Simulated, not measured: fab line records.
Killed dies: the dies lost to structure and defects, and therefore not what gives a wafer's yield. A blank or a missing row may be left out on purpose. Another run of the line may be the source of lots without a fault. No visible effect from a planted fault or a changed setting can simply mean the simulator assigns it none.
Comparing a struck lot with a sound one -- flow berkeley-cmos170 -- 15 out of 331 route steps
Sound: these wafers, L962.2, L962.3, L962.4. Wafers struck: L971.2, L971.4, L971.6. The cause is named last.
Order at every step that has rows: each side's tool, ch and its chambers, its first start. Under that, the readings that differ: sound wafers -- struck wafers -- difference of the means -- sigmas: that difference in standard deviations of wafers without a fault.
alike: a reading whose means differ by less than 2 such deviations, as well as words and numbers matching on both sides. not compared: withheld readings; readings where some wafer has no value; bounds like >300 that might hide an equal value; numbers whose values overlap and for which the record gives no deviation.
The two part at a step that has a row with sigmas, a row that says differs or no value, or rows on one side only. Numbers that don't overlap but have no deviation are shown without sigmas and don't part them. A reading missing from all wafers of one side parts the sides only when that side holds two or more wafers.

UCB170_ACTIVE_OVL_MEAS_14:
  sound on overlay-02 at day 5 02:18; struck on overlay-02 at day 6 16:02
  alike: ACTIVE_OVL
UCB170_ACTIVE_ETCH_15: etches Si3N4 in CH3F/Ar/O2, stops on SiO2, target depth 242 nm, time 151 s.
  sound on rie-diel-01 ch 0,1,2, day 5 02:20; struck on rie-diel-02 ch 1,2,3, day 6 16:04
  alike: drypump-motor-current-A, oes-product-au, throttle-valve-pct
  not compared: rf-hours-counter-h
UCB170_ACTIVE_STRIP_16: strips in O2.
  sound on plasma-asher-01 ch 0,1, day 5 02:26; struck on plasma-asher-02 ch 0,1, day 6 16:10
  alike: drypump-motor-current-A, o2-flow-sccm, oes-product-au, strip-time-to-endpoint-s
  not compared: rf-hours-counter-h
UCB170_ACTIVE_CD_MEAS_90 targets a cd of 1200 nm.
  sound on cd-sem-01 at day 5 02:33; struck on cd-sem-01 at day 6 16:17
  alike: cd-nm
then, 7 steps without rows for these wafers: UCB170_ACTIVE_CLEAN_17 (cleans in SPM, time 600 s); UCB170_PFIELD_HMDS_00 (prime time 60 s); UCB170_PFIELD_COAT_01 (resist thk 900 nm); UCB170_PFIELD_SOFTBAKE_02 (time 60 s); UCB170_PFIELD_EXPOSE_03 (exposes mask PFIELD, target cd 1500 nm); UCB170_PFIELD_PEB_04; UCB170_PFIELD_DEVELOP_05 (develop time 45 s).
UCB170_PFIELD_OVL_MEAS_06:
  sound on overlay-02 at day 5 03:56; struck on overlay-02 at day 6 18:49
  alike: PFIELD_OVL
UCB170_PFIELD_IMPLANT_07:
  sound on implanter-02 ch 0, day 5 03:59; struck on implanter-02 ch 0, day 6 18:52
reading,sound,struck,difference,sigmas
beam-energy-keV,80.057 80.008 79.991,87.288 87.262 87.282,+7.259,+99 or more
model.implant.rp-nm (nm),263.5 263.5 263.5,276.9 276.9 276.9,+13.4,
model.implant.drp-nm (nm),74.86 74.86 74.86,77.92 77.92 77.92,+3.06,
  alike: beam-on-s, faraday-current-uA
UCB170_PFIELD_STRIP_08: strips in O2.
  sound on plasma-asher-02 ch 0,1, day 5 04:07; struck on plasma-asher-02 ch 0,1, day 6 19:00
  alike: drypump-motor-current-A, o2-flow-sccm, oes-product-au, strip-time-to-endpoint-s
  not compared: rf-hours-counter-h
-- the record jumps here: 4 days lie between the struck wafers' starts before and after (it left off in module PFIELD and takes up again in module M3, whose first step shown is number 331 of the route) --
UCB170_M3_PROBE_99:
  rows exist in the record for the struck wafers here (prober-02, day 10 21:46), but not for the sound ones

== WHERE THEY PART ==
At UCB170_PFIELD_IMPLANT_07 first; at UCB170_M3_PROBE_99 last (within this record only).

WHY: whatever the simulator had introduced
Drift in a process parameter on implanter-02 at UCB170_PFIELD_IMPLANT_07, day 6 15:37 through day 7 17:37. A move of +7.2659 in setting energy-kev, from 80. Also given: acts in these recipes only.
